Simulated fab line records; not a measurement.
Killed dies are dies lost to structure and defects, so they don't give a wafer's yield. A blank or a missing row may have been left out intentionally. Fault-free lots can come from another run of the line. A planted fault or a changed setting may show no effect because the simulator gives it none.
8D (eight disciplines) problem report, filled in by code || flow berkeley cmos170 || the parts of the form that need people (team, actions taken, sign-off) are left out

## 1. THE ISSUE
Wafers without a fault read 100.0 W, standard deviation 0.32; bias w at UCB170_M3_ETCH_17 reads a mean of 136.7 W on 6 wafers belonging to 2 lots. So: +99 or more standard deviations from the usual mean.
The step: etches BARC in N2/H2.
Seen first at day 10 23:54 on rie diel-03, wafer L509.2. At this step, 42 wafers from 14 lots have a number in the record. By rule, "out" or "out of limits" means more than 4 standard deviations away from the usual mean. The rest of the wafers with a number are treated as sound.

## 2. WHAT IT IS, WHAT IT ISN'T
{"question": "which readings at this step", "is": "bias w, oes product au", "is not": "throttle valve pct"}
{"question": "which lots", "is": "L509, L510", "is not": "L501, L502, L503, L504, L505, L506, L512, L513, L521, L522, L523, L524"}
{"question": "which wafers of those lots", "is": "all that have a number", "is not": "-"}
{"question": "read on which tools", "is": "rie diel-03", "is not": "rie diel-02, rie diel-04"}
{"question": "when", "is": "from day 10 23:54", "is not": "up to then (18 sound wafers); but 18 sound wafers of L512, L513, L521, L522, L523, L524 came after"}

## 3. WHAT RULES OUT EACH SUSPECT
Counting: a tool stays on the suspect list if, at a process step up to the reading, it processed all lots that are out and no sound lot following the first of them.
- rie diel-03 at UCB170_M3_ETCH_17 (etches BARC in N2/H2): kept. Every lot that is out went through it, starting with L509 (day 10 23:54), and after that it ran no sound lot; the last sound lot it ran before then is L506 (day 10 05:59). Its own readings are out on those wafers: bias w, oes product au.
Left after counting: rie diel-03 at UCB170_M3_ETCH_17.

## 4. THE CAUSE (what the simulator had put in)
Process parameters drifting: rie diel-03 at UCB170_M3_ETCH_17, beginning at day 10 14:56. Setting bias w, moved by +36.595, from 100. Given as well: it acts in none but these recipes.
The count eliminated every tool but this one.

## 5. SEQUENCE OF EFFECTS, ordered by route
Each row: a reading whose mean over the struck wafers that have a number lies more than 3 standard deviations from the usual. Scope: only readings with a usual standard deviation given in the record; hours: median across lots of the time from each lot's start at the first step in this table that gives one to its start at this step; sigmas: change in usual standard deviations.
{"hours": 0, "step": "UCB170_M3_ETCH_17", "reading": "bias w", "usual": "100.0 W", "on struck wafers": 136.7, "change": "+36.7", "sigmas": "+99 or more"}
{"hours": 0, "step": "UCB170_M3_ETCH_17", "reading": "oes product au", "usual": "1.004 a.u.", "on struck wafers": 1.117, "change": "+0.113", "sigmas": "+6.7"}
Here are the process steps it includes:
- UCB170_M3_ETCH_17: etches BARC in N2/H2.

## 6. HOW IT WOULD HAVE BEEN CAUGHT EARLIER
The fault began at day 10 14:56; the first out-of-limits reading in this record came at day 10 23:54, 9 hours later.
